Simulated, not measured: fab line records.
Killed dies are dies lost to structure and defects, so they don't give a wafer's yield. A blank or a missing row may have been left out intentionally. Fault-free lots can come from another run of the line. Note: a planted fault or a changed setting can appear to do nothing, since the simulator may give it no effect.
fab line records -- flow rit-cmos
record lots=6, wafers=18, last-day=6
route steps=202 shown SDANNEAL@156 PSD@157 NSD@158 PLDD@159 NLDD@160 SILICIDE@161 CONTACT@168
lots untouched by any fault: they come from a run of this same line in which no faults occurred
start-h: hours from the record's first day to the start of the lot's first wafer shown -- wait-h: how many hours have passed since the lot's step before this one -- " repeats the value in the row above -- L1.1+2: one row covering several wafers at once -- - no value, or no start was given -- * or withheld: withheld -- < > ~ a bound
route shown NAME@n: a module of which the file shows steps, and the number in the route of the first -- usual: average and standard deviation across the fault-free wafers -- same: alike in all rows -- chamber/n: place in a boat -- sites: the reading at each site -- _std_site: the values' standard deviation -- _edge_site: the outer-site mean with the inner-site mean subtracted -- radius-mm: for every site, how far away it sits from the centre of the wafer -- mask NAME#n: copy n -- behind: tool/chamber where the wafer was last shaped -- hold: what put the lot on hold/how long, in hours/how the hold closed -- device: the transistor (n, p or np) that didn't switch -- end of line: tests run on the same wafers once the route is complete -- step lacking rows: just its recipe -- killed: not the wafer's yield, but the dies lost to structure and defects at the first sort -- map: the dies of a wafer, with x for killed, . for not killed, _ for no die there
set.NAME: the setting as run; set.NAME@STEP: as run at that earlier step -- model.NAME: the simulator's own value behind a step, which no gauge read
lots at some steps of the route; a table a step, a row a wafer
services: when a tool's chamber went out of use (start-h, in hours from the record's first day, below 0 if earlier), for how many hours, and the reason
## steps
# step RIT_SDANNEAL_RTA_03
# recipe temp-c=1050, time-s=5, idle-temp-c=600, ramp-up-c-per-s=342, ramp-down-c-per-s=171, cool-to-c=600, ambient=N2
# usual ramp-up-c-per-s=341.99/0.057, wafer_temp_C_max=1053.4/1.1
lot.wafer,tool,chamber,start-h,wait-h,ramp-up-c-per-s,wafer_temp_C_max
L104.1,rtp-anneal-02,0,53.58,0.0,341.91,1052.3
L104.3,rtp-anneal-02,0,53.58,0.0,342.00,1052.5
L104.4,rtp-anneal-02,0,53.58,0.0,342.05,1053.3
L106.1,rtp-anneal-02,0,62.14,0.0,341.95,1052.1
L106.4,rtp-anneal-02,0,62.14,0.0,341.99,1054.7
L106.5,rtp-anneal-02,0,62.14,0.0,342.02,1055.3
L111.3,rtp-anneal-02,0,88.66,0.0,342.08,1052.5
L111.4,rtp-anneal-02,0,88.66,0.0,342.00,1054.1
L111.5,rtp-anneal-02,0,88.66,0.0,342.02,1054.5
L113.1,rtp-anneal-01,0,96.90,0.0,342.00,1053.2
L113.2,rtp-anneal-01,0,96.90,0.0,341.94,1054.6
L113.3,rtp-anneal-01,0,96.90,0.0,341.99,1053.2
L120.1,rtp-anneal-02,0,130.21,0.0,341.98,1053.3
L120.4,rtp-anneal-02,0,130.21,0.0,341.95,1054.4
L120.5,rtp-anneal-02,0,130.21,0.0,341.98,1054.7
L121.3,rtp-anneal-01,0,134.40,0.0,341.89,1053.9
L121.4,rtp-anneal-01,0,134.40,0.0,341.99,1052.5
L121.5,rtp-anneal-01,0,134.40,0.0,342.03,1053.2
# step RIT_SDANNEAL_RS_MEAS_04
# recipe thk-meas-gauge=four-point-probe
# usual PSD_RS=115.87/0.26
lot.wafer,tool,chamber,start-h,wait-h,PSD_RS[ohm/sq]
L104.1,film-metro-03,-,53.64,0.0,115.95
L104.3,film-metro-03,-,53.64,0.0,115.78
L104.4,film-metro-03,-,53.64,0.0,115.74
L106.1,film-metro-02,-,62.20,0.0,116.00
L106.4,film-metro-02,-,62.20,0.0,115.67
L106.5,film-metro-02,-,62.20,0.0,115.95
L111.3,film-metro-01,-,88.73,0.1,116.14
L111.4,film-metro-01,-,88.73,0.1,115.88
L111.5,film-metro-01,-,88.73,0.1,115.89
L113.1,film-metro-02,-,96.96,0.0,115.59
L113.2,film-metro-02,-,96.96,0.0,116.20
L113.3,film-metro-02,-,96.96,0.0,115.78
L120.1,film-metro-02,-,130.27,0.0,115.93
L120.4,film-metro-02,-,130.27,0.0,116.13
L120.5,film-metro-02,-,130.27,0.0,116.00
L121.3,film-metro-02,-,134.48,0.1,116.16
L121.4,film-metro-02,-,134.48,0.1,116.70
L121.5,film-metro-02,-,134.48,0.1,116.39
# step RIT_SDANNEAL_RS_MEAS_05
# recipe thk-meas-gauge=four-point-probe
# usual NSD_RS=84.7/0.32
lot.wafer,tool,chamber,start-h,wait-h,NSD_RS[ohm/sq]
L104.1,film-metro-03,-,53.76,0.1,85.1
L104.3,film-metro-03,-,53.76,0.1,85.1
L104.4,film-metro-03,-,53.76,0.1,84.7
L106.1,film-metro-02,-,62.32,0.1,84.7
L106.4,film-metro-02,-,62.32,0.1,84.8
L106.5,film-metro-02,-,62.32,0.1,84.8
L111.3,film-metro-01,-,88.85,0.1,85.2
L111.4,film-metro-01,-,88.85,0.1,85.0
L111.5,film-metro-01,-,88.85,0.1,85.1
L113.1,film-metro-02,-,97.08,0.1,85.0
L113.2,film-metro-02,-,97.08,0.1,85.2
L113.3,film-metro-02,-,97.08,0.1,85.1
L120.1,film-metro-02,-,130.39,0.1,85.0
L120.4,film-metro-02,-,130.39,0.1,85.2
L120.5,film-metro-02,-,130.39,0.1,84.9
L121.3,film-metro-02,-,134.60,0.1,84.8
L121.4,film-metro-02,-,134.60,0.1,84.9
L121.5,film-metro-02,-,134.60,0.1,84.4
# step RIT_SDANNEAL_RS_MEAS_06
# recipe thk-meas-gauge=four-point-probe
# usual PLDD_RS=178.6/0.54
lot.wafer,tool,chamber,start-h,wait-h,PLDD_RS[ohm/sq]
L104.1,film-metro-03,-,53.88,0.1,178.7
L104.3,film-metro-03,-,53.88,0.1,178.3
L104.4,film-metro-03,-,53.88,0.1,178.3
L106.1,film-metro-02,-,62.44,0.1,178.7
L106.4,film-metro-02,-,62.44,0.1,177.8
L106.5,film-metro-02,-,62.44,0.1,178.4
L111.3,film-metro-01,-,88.97,0.1,178.5
L111.4,film-metro-01,-,88.97,0.1,178.7
L111.5,film-metro-01,-,88.97,0.1,178.4
L113.1,film-metro-02,-,97.20,0.1,178.6
L113.2,film-metro-02,-,97.20,0.1,179.5
L113.3,film-metro-02,-,97.20,0.1,179.4
L120.1,film-metro-02,-,130.51,0.1,177.8
L120.4,film-metro-02,-,130.51,0.1,178.7
L120.5,film-metro-02,-,130.51,0.1,178.1
L121.3,film-metro-02,-,134.72,0.1,178.5
L121.4,film-metro-02,-,134.72,0.1,179.6
L121.5,film-metro-02,-,134.72,0.1,179.2
# step RIT_SDANNEAL_RS_MEAS_07
# recipe thk-meas-gauge=four-point-probe
# usual NLDD_RS=151.8/0.47
lot.wafer,tool,chamber,start-h,wait-h,NLDD_RS[ohm/sq]
L104.1,film-metro-03,-,54.00,0.1,151.2
L104.3,film-metro-03,-,54.00,0.1,151.4
L104.4,film-metro-03,-,54.00,0.1,151.7
L106.1,film-metro-02,-,62.56,0.1,151.8
L106.4,film-metro-02,-,62.56,0.1,151.1
L106.5,film-metro-02,-,62.56,0.1,151.4
L111.3,film-metro-01,-,89.09,0.1,152.0
L111.4,film-metro-01,-,89.09,0.1,152.4
L111.5,film-metro-01,-,89.09,0.1,152.2
L113.1,film-metro-02,-,97.32,0.1,151.6
L113.2,film-metro-02,-,97.32,0.1,150.8
L113.3,film-metro-02,-,97.32,0.1,151.9
L120.1,film-metro-02,-,130.63,0.1,151.1
L120.4,film-metro-02,-,130.63,0.1,151.4
L120.5,film-metro-02,-,130.63,0.1,151.3
L121.3,film-metro-02,-,134.84,0.1,151.7
L121.4,film-metro-02,-,134.84,0.1,152.0
L121.5,film-metro-02,-,134.84,0.1,151.7
# step RIT_SILICIDE_WET_ETCH_00
# recipe chemistry=BOE, target=SiO2, target-depth-nm=14, time-s=15, dry=n2-spin, dilution=10:1, temp-c=21.5
# step RIT_SILICIDE_SPUTTER_01
# recipe material=Ti, target-thk-nm=30, power-w=350, chamber-pressure-pa=0.6897, gas=Ar, time-s=240, substrate-temp-c=25
# usual throttle-valve-pct=29.8/1.1
lot.wafer,tool,chamber,start-h,wait-h,throttle-valve-pct
L104.1,pvd-sputter-02,-,54.13,0.0,31.5
L104.3,pvd-sputter-02,-,54.13,0.0,29.6
L104.4,pvd-sputter-02,-,54.13,0.0,31.3
L106.1,pvd-sputter-02,-,62.69,0.0,29.8
L106.4,pvd-sputter-02,-,62.69,0.0,31.5
L106.5,pvd-sputter-02,-,62.69,0.0,30.1
L111.3,pvd-sputter-04,-,89.19,0.0,28.1
L111.4,pvd-sputter-04,-,89.19,0.0,29.9
L111.5,pvd-sputter-04,-,89.19,0.0,29.3
L113.1,pvd-sputter-04,-,97.45,0.0,30.0
L113.2,pvd-sputter-04,-,97.45,0.0,28.0
L113.3,pvd-sputter-04,-,97.45,0.0,29.3
L120.1,pvd-sputter-02,-,130.76,0.0,31.4
L120.4,pvd-sputter-02,-,130.76,0.0,29.7
L120.5,pvd-sputter-02,-,130.76,0.0,29.7
L121.3,pvd-sputter-04,-,134.93,0.0,29.9
L121.4,pvd-sputter-04,-,134.93,0.0,29.4
L121.5,pvd-sputter-04,-,134.93,0.0,28.0
# step RIT_SILICIDE_RS_MEAS_02
# recipe thk-meas-gauge=four-point-probe, reads=Ti_of_SILICIDE_SPUTTER_01
# usual SILICIDE_TI_RS=51.7/0.81
lot.wafer,tool,chamber,start-h,wait-h,SILICIDE_TI_RS[ohm/sq]
L104.1,film-metro-04,-,54.28,0.1,51.5
L104.3,film-metro-04,-,54.28,0.1,51.7
L104.4,film-metro-04,-,54.28,0.1,51.7
L106.1,film-metro-03,-,62.84,0.1,50.3
L106.4,film-metro-03,-,62.84,0.1,50.3
L106.5,film-metro-03,-,62.84,0.1,50.6
L111.3,film-metro-04,-,89.38,0.1,52.1
L111.4,film-metro-04,-,89.38,0.1,51.7
L111.5,film-metro-04,-,89.38,0.1,52.0
L113.1,film-metro-01,-,97.60,0.1,53.4
L113.2,film-metro-01,-,97.60,0.1,52.3
L113.3,film-metro-01,-,97.60,0.1,52.2
L120.1,film-metro-04,-,130.91,0.1,51.6
L120.4,film-metro-04,-,130.91,0.1,51.8
L120.5,film-metro-04,-,130.91,0.1,51.9
L121.3,film-metro-04,-,135.12,0.1,51.2
L121.4,film-metro-04,-,135.12,0.1,51.7
L121.5,film-metro-04,-,135.12,0.1,52.0
# step RIT_SILICIDE_THK_MEAS_03
# recipe thk-meas-gauge=xrf, reads=Ti_of_SILICIDE_SPUTTER_01
# usual SILICIDE_TI_THK=29.4/0.37
lot.wafer,tool,chamber,start-h,wait-h,SILICIDE_TI_THK[nm]
L104.1,film-metro-04,-,54.40,0.1,29.5
L104.3,film-metro-04,-,54.40,0.1,29.3
L104.4,film-metro-04,-,54.40,0.1,29.2
L106.1,film-metro-03,-,62.96,0.1,30.3
L106.4,film-metro-03,-,62.96,0.1,30.3
L106.5,film-metro-03,-,62.96,0.1,30.0
L111.3,film-metro-04,-,89.48,0.1,29.2
L111.4,film-metro-04,-,89.48,0.1,29.2
L111.5,film-metro-04,-,89.48,0.1,29.1
L113.1,film-metro-01,-,97.72,0.1,29.0
L113.2,film-metro-01,-,97.72,0.1,29.3
L113.3,film-metro-01,-,97.72,0.1,29.4
L120.1,film-metro-04,-,131.03,0.1,29.4
L120.4,film-metro-04,-,131.03,0.1,29.4
L120.5,film-metro-04,-,131.03,0.1,29.3
L121.3,film-metro-04,-,135.22,0.1,29.6
L121.4,film-metro-04,-,135.22,0.1,29.4
L121.5,film-metro-04,-,135.22,0.1,29.1
# step RIT_SILICIDE_RTA_04
# recipe temp-c=650, time-s=10, idle-temp-c=25, ramp-up-s=5, ramp-down-s=5, cool-to-c=25, ambient=N2
# usual wafer_temp_C_max=652.6/1.3
lot.wafer,tool,chamber,start-h,wait-h,wafer_temp_C_max
L104.1,rtp-anneal-02,0,54.46,0.1,651.9
L104.3,rtp-anneal-02,0,54.46,0.1,651.7
L104.4,rtp-anneal-02,0,54.46,0.1,652.4
L106.1,rtp-anneal-02,0,63.02,0.1,651.5
L106.4,rtp-anneal-02,0,63.02,0.1,651.7
L106.5,rtp-anneal-02,0,63.02,0.1,651.9
L111.3,rtp-anneal-02,0,89.54,0.1,652.0
L111.4,rtp-anneal-02,0,89.54,0.1,651.9
L111.5,rtp-anneal-02,0,89.54,0.1,651.8
L113.1,rtp-anneal-02,0,97.78,0.1,652.0
L113.2,rtp-anneal-02,0,97.78,0.1,652.2
L113.3,rtp-anneal-02,0,97.78,0.1,652.4
L120.1,rtp-anneal-01,0,131.09,0.1,653.8
L120.4,rtp-anneal-01,0,131.09,0.1,654.4
L120.5,rtp-anneal-01,0,131.09,0.1,654.1
L121.3,rtp-anneal-02,0,135.29,0.1,651.8
L121.4,rtp-anneal-02,0,135.29,0.1,651.7
L121.5,rtp-anneal-02,0,135.29,0.1,651.8
# step RIT_SILICIDE_WET_ETCH_05
# recipe chemistry=SPM, target=Ti, temp-c=90, time-s=120, dry=n2-spin
# step RIT_SILICIDE_RTA_06
# recipe temp-c=750, time-s=10, idle-temp-c=25, ramp-up-s=5, ramp-down-s=10, cool-to-c=25, ambient=N2
# usual wafer_temp_C_max=753.2/1.5
lot.wafer,tool,chamber,start-h,wait-h,wafer_temp_C_max
L104.1,rtp-anneal-02,0,54.58,0.0,752.2
L104.3,rtp-anneal-02,0,54.58,0.0,752.3
L104.4,rtp-anneal-02,0,54.58,0.0,752.7
L106.1,rtp-anneal-02,0,63.13,0.0,752.6
L106.4,rtp-anneal-02,0,63.13,0.0,752.2
L106.5,rtp-anneal-02,0,63.13,0.0,752.1
L111.3,rtp-anneal-02,0,89.65,0.0,753.4
L111.4,rtp-anneal-02,0,89.65,0.0,752.0
L111.5,rtp-anneal-02,0,89.65,0.0,751.6
L113.1,rtp-anneal-01,0,97.89,0.0,755.5
L113.2,rtp-anneal-01,0,97.89,0.0,755.0
L113.3,rtp-anneal-01,0,97.89,0.0,753.8
L120.1,rtp-anneal-02,0,131.21,0.0,752.6
L120.4,rtp-anneal-02,0,131.21,0.0,752.0
L120.5,rtp-anneal-02,0,131.21,0.0,752.3
L121.3,rtp-anneal-01,0,135.40,0.0,756.0
L121.4,rtp-anneal-01,0,135.40,0.0,756.1
L121.5,rtp-anneal-01,0,135.40,0.0,754.5
# step RIT_CONTACT_CVD_00
# recipe material=SiO2, target-thk-nm=400, precursor=TEOS, temp-c=390, time-s=61, rf-w=400
# usual heater-power-w=336/50, run-length-s=88.7/0.72
lot.wafer,tool,chamber,start-h,wait-h,heater-power-w,run-length-s,model.SiO2_of_CONTACT_CVD_00.thk-nm
L104.1,pecvd-03,0,54.65,0.1,358,89.1,390.2
L104.3,pecvd-03,2,54.65,0.1,317,89.3,391.9
L104.4,pecvd-03,1,54.65,0.1,299,88.6,398.1
L106.1,pecvd-04,1,63.20,0.1,368,90.2,399.9
L106.4,pecvd-04,1,63.20,0.1,361,89.7,407.4
L106.5,pecvd-04,2,63.20,0.1,351,89.8,408.8
L111.3,pecvd-04,0,89.70,0.0,282,117.5,591.4
L111.4,pecvd-04,0,89.70,0.0,283,117.7,597.1
L111.5,pecvd-04,1,89.70,0.0,365,90.0,407
L113.1,pecvd-04,1,97.96,0.1,349,90.1,402.1
L113.2,pecvd-04,2,97.96,0.1,262,89.5,400.2
L113.3,pecvd-04,0,97.96,0.1,266,117.3,593.4
L120.1,pecvd-03,0,131.28,0.1,357,88.9,397.9
L120.4,pecvd-03,1,131.28,0.1,341,88.4,402.4
L120.5,pecvd-03,0,131.28,0.1,369,88.9,406.9
L121.3,pecvd-01,0,135.44,0.0,454,88.8,388.3
L121.4,pecvd-01,0,135.44,0.0,456,88.2,398.6
L121.5,pecvd-01,2,135.44,0.0,330,88.0,396
# step RIT_CONTACT_THK_MEAS_01
# recipe reads=SiO2_of_CONTACT_CVD_00
# usual CONTACT_TEOS_THK=400/4.9
lot.wafer,tool,chamber,start-h,wait-h,CONTACT_TEOS_THK[nm]
L104.1,film-metro-03,-,54.70,0.0,390
L104.3,film-metro-03,-,54.70,0.0,392
L104.4,film-metro-03,-,54.70,0.0,398
L106.1,film-metro-03,-,63.25,0.0,400
L106.4,film-metro-03,-,63.25,0.0,408
L106.5,film-metro-03,-,63.25,0.0,409
L111.3,film-metro-02,-,89.77,0.0,592
L111.4,film-metro-02,-,89.77,0.0,597
L111.5,film-metro-02,-,89.77,0.0,407
L113.1,film-metro-04,-,98.01,0.0,402
L113.2,film-metro-04,-,98.01,0.0,400
L113.3,film-metro-04,-,98.01,0.0,593
L120.1,film-metro-03,-,131.33,0.0,398
L120.4,film-metro-03,-,131.33,0.0,402
L120.5,film-metro-03,-,131.33,0.0,407
L121.3,film-metro-02,-,135.51,0.0,388
L121.4,film-metro-02,-,135.51,0.0,399
L121.5,film-metro-02,-,135.51,0.0,396
# step RIT_CONTACT_HMDS_02
# recipe prime-time-s=60, prime-temp-c=140
# step RIT_CONTACT_COAT_03
# recipe resist=NOVOLAK, spin-rpm=3250, resist-thk-nm=1000
# step RIT_CONTACT_SOFTBAKE_04
# recipe resist=NOVOLAK, temp-c=90, time-s=60
# step RIT_CONTACT_EXPOSE_05
# recipe mask-id=M11, na=0.6, source-shape=conventional, sigma-outer=0.5, target-cd-nm=1000, dose-mj=250
# step RIT_CONTACT_PEB_06
# recipe resist=NOVOLAK, temp-c=withheld, time-s=withheld
# step RIT_CONTACT_DEVELOP_07
# recipe resist=NOVOLAK, develop-time-s=125.5, dev-temp-c=23
# step RIT_CONTACT_CD_MEAS_08
# recipe target-cd-nm=1000
# usual cd-nm=999.6/2
lot.wafer,tool,chamber,start-h,wait-h,cd-nm
L104.1,cd-sem-01,-,55.85,-,1000.3
L104.3,cd-sem-01,-,55.85,-,1000.4
L104.4,cd-sem-01,-,55.85,-,999.1
L106.1,cd-sem-02,-,64.40,-,997.0
L106.4,cd-sem-02,-,64.40,-,997.2
L106.5,cd-sem-02,-,64.40,-,998.1
L111.3,cd-sem-02,-,90.81,-,1001.2
L111.4,cd-sem-02,-,90.81,-,1002.5
L111.5,cd-sem-02,-,90.81,-,1002.6
L113.1,cd-sem-01,-,99.03,-,1000.5
L113.2,cd-sem-01,-,99.03,-,1000.5
L113.3,cd-sem-01,-,99.03,-,1000.2
L120.1,cd-sem-02,-,132.36,-,998.7
L120.4,cd-sem-02,-,132.36,-,997.5
L120.5,cd-sem-02,-,132.36,-,995.4
L121.3,cd-sem-02,-,136.56,-,1002.7
L121.4,cd-sem-02,-,136.56,-,1001.8
L121.5,cd-sem-02,-,136.56,-,1000.2
# step RIT_CONTACT_OVL_MEAS_09
# usual CONTACT_OVL=0.7/1.5
lot.wafer,tool,chamber,start-h,wait-h,CONTACT_OVL[nm]
L104.1,overlay-02,-,55.97,0.1,1.1
L104.3,overlay-02,-,55.97,0.1,3.0
L104.4,overlay-02,-,55.97,0.1,-0.5
L106.1,overlay-01,-,64.52,0.1,2.8
L106.4,overlay-01,-,64.52,0.1,0.1
L106.5,overlay-01,-,64.52,0.1,2.1
L111.3,overlay-02,-,90.90,0.1,1.8
L111.4,overlay-02,-,90.90,0.1,0.5
L111.5,overlay-02,-,90.90,0.1,1.1
L113.1,overlay-02,-,99.15,0.1,1.1
L113.2,overlay-02,-,99.15,0.1,0.8
L113.3,overlay-02,-,99.15,0.1,0.5
L120.1,overlay-02,-,132.48,0.1,0.4
L120.4,overlay-02,-,132.48,0.1,-2.0
L120.5,overlay-02,-,132.48,0.1,0.2
L121.3,overlay-02,-,136.65,0.1,1.3
L121.4,overlay-02,-,136.65,0.1,2.6
L121.5,overlay-02,-,136.65,0.1,0.9
# step RIT_CONTACT_HARDBAKE_10
# recipe resist=NOVOLAK, temp-c=140, time-s=60
# step RIT_CONTACT_ETCH_11
# recipe target-depth-a=4800, over-etch-frac=0.2, stop-on=TiSi2, chemistry=CHF3/CF4/Ar, target=SiO2, CHF3_flow_sccm=50, cf4-flow-sccm=10, Ar_flow_sccm=100, O2_flow_sccm=5, pressure-mtorr=100, rf-w=200, time-s=320
# usual drypump-motor-current-A=5.8/0.43, oes-product-au=0.986/0.015, throttle-valve-pct=8.84/0.11
lot.wafer,tool,chamber,start-h,wait-h,drypump-motor-current-A,oes-product-au,rf-hours-counter-h,throttle-valve-pct,model.CONTACT.feature-depth-nm,model.etch.depth-nm
L104.1,rie-diel-04,3,56.15,0.1,6.4,1.009,58,8.82,390.2,390.2
L104.3,rie-diel-04,0,56.15,0.1,5.7,0.995,74,8.85,391.9,391.9
L104.4,rie-diel-04,2,56.15,0.1,5.8,0.960,118,8.79,398.1,398.1
L106.1,rie-diel-04,2,64.87,0.1,5.8,0.949,118,8.80,399.9,399.9
L106.4,rie-diel-04,1,64.87,0.1,6.1,0.983,101,8.99,407.4,407.4
L106.5,rie-diel-04,2,64.87,0.1,5.8,0.959,-,8.82,408.8,408.8
L111.3,rie-diel-03,3,91.08,0.1,5.7,0.980,149,8.83,470.6,470.6
L111.4,rie-diel-03,1,91.08,0.1,5.2,0.996,40,8.76,478.8,478.8
L111.5,rie-diel-03,1,91.08,0.1,5.2,0.989,-,8.77,407,407
L113.1,rie-diel-03,3,99.34,0.1,5.7,0.980,149,8.79,402.1,402.1
L113.2,rie-diel-03,0,99.34,0.1,6.6,0.975,10,8.85,400.2,400.2
L113.3,rie-diel-03,1,99.34,0.1,5.2,0.994,40,8.76,473.3,473.3
L120.1,rie-diel-03,1,132.66,0.1,5.2,0.995,41,8.76,397.9,397.9
L120.4,rie-diel-03,0,132.66,0.1,6.6,0.971,10,8.84,402.4,402.4
L120.5,rie-diel-03,0,132.66,0.1,6.6,0.971,-,8.83,406.9,406.9
L121.3,rie-diel-02,2,136.83,0.1,5.4,0.992,138,8.81,388.3,388.3
L121.4,rie-diel-02,1,136.83,0.1,5.4,0.993,81,9.01,398.6,398.6
L121.5,rie-diel-02,0,136.83,0.1,6.2,0.993,-,9.01,396,396
# step RIT_CONTACT_STRIP_12
# recipe chemistry=O2, time-s=180, resist=NOVOLAK, platen-temp-c=withheld, power-w=500, pressure-mtorr=4000, o2-flow-sccm=4000
# usual drypump-motor-current-A=5.81/0.19, o2-flow-sccm=4000/14
lot.wafer,tool,chamber,start-h,wait-h,drypump-motor-current-A,o2-flow-sccm,rf-hours-counter-h
L104.1,plasma-asher-04,0,56.35,0.1,5.77,4005,43
L104.3,plasma-asher-04,0,56.35,0.1,5.79,4011,-
L104.4,plasma-asher-04,1,56.35,0.1,5.80,3992,-
L106.1,plasma-asher-02,1,65.06,0.1,5.34,4009,26
L106.4,plasma-asher-02,0,65.06,0.1,6.01,3988,-
L106.5,plasma-asher-02,1,65.06,0.1,5.34,4020,-
L111.3,plasma-asher-04,0,91.33,0.2,5.76,3993,-
L111.4,plasma-asher-04,1,91.33,0.2,5.79,4018,-
L111.5,plasma-asher-04,0,91.33,0.2,5.74,4006,-
L113.1,plasma-asher-04,0,99.53,0.1,5.74,3994,48
L113.2,plasma-asher-04,1,99.53,0.1,5.82,3999,48
L113.3,plasma-asher-04,1,99.53,0.1,5.81,3991,-
L120.1,plasma-asher-04,1,132.86,0.1,5.79,3995,2
L120.4,plasma-asher-04,1,132.86,0.1,5.81,4016,-
L120.5,plasma-asher-04,1,132.86,0.1,5.80,4002,-
L121.3,plasma-asher-03,0,137.08,0.2,6.06,3997,-
L121.4,plasma-asher-03,1,137.08,0.2,6.01,4005,-
L121.5,plasma-asher-03,1,137.08,0.2,6.00,3985,-
# step RIT_CONTACT_CD_MEAS_90
# recipe target-cd-nm=1000
# usual cd-nm=999.5/2
lot.wafer,tool,chamber,start-h,wait-h,cd-nm
L104.1,cd-sem-02,-,56.52,0.1,1000.8
L104.3,cd-sem-02,-,56.52,0.1,1000.5
L104.4,cd-sem-02,-,56.52,0.1,999.7
L106.1,cd-sem-02,-,65.24,0.1,996.5
L106.4,cd-sem-02,-,65.24,0.1,996.7
L106.5,cd-sem-02,-,65.24,0.1,998.0
L111.3,cd-sem-01,-,91.49,0.1,1001.5
L111.4,cd-sem-01,-,91.49,0.1,1002.3
L111.5,cd-sem-01,-,91.49,0.1,1002.8
L113.1,cd-sem-01,-,99.71,0.1,999.7
L113.2,cd-sem-01,-,99.71,0.1,1000.6
L113.3,cd-sem-01,-,99.71,0.1,999.6
L120.1,cd-sem-01,-,133.03,0.1,998.6
L120.4,cd-sem-01,-,133.03,0.1,997.4
L120.5,cd-sem-01,-,133.03,0.1,995.4
L121.3,cd-sem-02,-,137.23,0.1,1002.8
L121.4,cd-sem-02,-,137.23,0.1,1002.0
L121.5,cd-sem-02,-,137.23,0.1,1000.4
# step RIT_CONTACT_CLEAN_13
# recipe chemistry=SC1, mix=3:3:50, time-s=600, temp-c=75
lot.wafer,tool,chamber,start-h,wait-h,model.SiO2_of_CONTACT_CVD_00.thk-nm
L104.1,wet-bench-04,0,56.64,0.1,386.2
L104.3,wet-bench-04,0,56.64,0.1,387.9
L104.4,wet-bench-04,0,56.64,0.1,394
L106.1,wet-bench-04,2,65.36,0.1,395.8
L106.4,wet-bench-04,2,65.36,0.1,403.3
L106.5,wet-bench-04,2,65.36,0.1,404.7
L111.3,wet-bench-03,3,91.57,0.1,587.2
L111.4,wet-bench-03,3,91.57,0.1,593
L111.5,wet-bench-03,3,91.57,0.1,402.9
L113.1,wet-bench-02,2,99.83,0.1,398
L113.2,wet-bench-02,2,99.83,0.1,396
L113.3,wet-bench-02,2,99.83,0.1,589.2
L120.1,wet-bench-03,1,133.15,0.1,393.7
L120.4,wet-bench-03,1,133.15,0.1,398.3
L120.5,wet-bench-03,1,133.15,0.1,402.7
L121.3,wet-bench-03,1,137.31,0.1,384.2
L121.4,wet-bench-03,1,137.31,0.1,394.4
L121.5,wet-bench-03,1,137.31,0.1,391.9
# step RIT_CONTACT_CLEAN_14
# recipe chemistry=SC2, mix=3:3:50, time-s=600, temp-c=75, dry=n2-spin
## services
tool,chamber,start-h,hours,kind
pecvd-01,1,32.83,21.3,repair
plasma-asher-02,-,33.23,0.7,repair
rie-diel-02,0,33.71,3.5,repair
rie-diel-03,-,35.44,0.2,repair
rtp-anneal-01,-,37.93,58.4,pm
rie-diel-04,-,38.04,3.3,repair
rie-diel-04,0,38.49,7.7,repair
pvd-sputter-02,-,43.34,7.5,repair
pecvd-03,1,52.39,2.1,repair
rie-diel-04,-,61.42,0.1,repair
pecvd-03,-,75.98,28.1,pm
pecvd-01,-,78.73,0.8,pm
pecvd-04,-,79.18,0.7,repair
rie-diel-03,2,92.13,9.0,repair
rie-diel-03,0,102.71,4.3,repair
pvd-sputter-04,-,103.01,4.5,repair
rie-diel-02,3,106.31,6.2,repair
rie-diel-04,-,107.91,2.8,pm
plasma-asher-04,-,108.81,9.0,pm
plasma-asher-04,0,108.81,9.0,vent-cycle
plasma-asher-02,-,116.39,3.3,repair
pecvd-01,1,118.47,9.7,repair
pecvd-04,1,126.44,6.1,repair
pecvd-01,0,131.23,3.6,repair
## key
first-sign step=RIT_CONTACT_CVD_00, reading=run-length-s, direction=up, sigmas=40, usual=*, struck=*
effect step=RIT_CONTACT_THK_MEAS_01, reading=CONTACT_TEOS_THK, direction=up, sigmas=39, usual=400, struck=594
model-effect step=RIT_CONTACT_CVD_00, value=SiO2_of_CONTACT_CVD_00.thk-nm, without=401.6, struck=593.9
model-effect step=RIT_CONTACT_ETCH_11, value=CONTACT.feature-depth-nm, without=401.6, struck=474.2
model-effect step=RIT_CONTACT_CLEAN_13, value=SiO2_of_CONTACT_CVD_00.thk-nm, without=397.5, struck=589.8
met-at RIT_CONTACT_CVD_00
struck-wafers L111.3,L111.4,L113.3
later-rows-left-out L111.3,L111.4,L113.3
sort-left-out L111.3,L111.4,L113.3
tester-left-out L111,L113
fault kind=process-parameter-drift, tool=pecvd-04, chamber=0, onset-h=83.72, steps=RIT_CONTACT_CVD_00, channel=time-s, offset=*, shape=step, end-h=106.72, stated=*
# tester-left-out: of these lots the tester's yield and bins aren't shown, on N5 and GAA mostly nor the transistor test; their killed dies are dies lost to structure and defects alone, not to doping, threshold or leakage, so they don't give the yield
# sort-left-out: the simulated sort isn't trusted on such a fault, so these wafers' sort isn't shown, and their yield isn't known
# later-rows-left-out: the simulator's readings of these wafers behind a module that went badly wrong aren't trusted and aren't shown, but for the sort
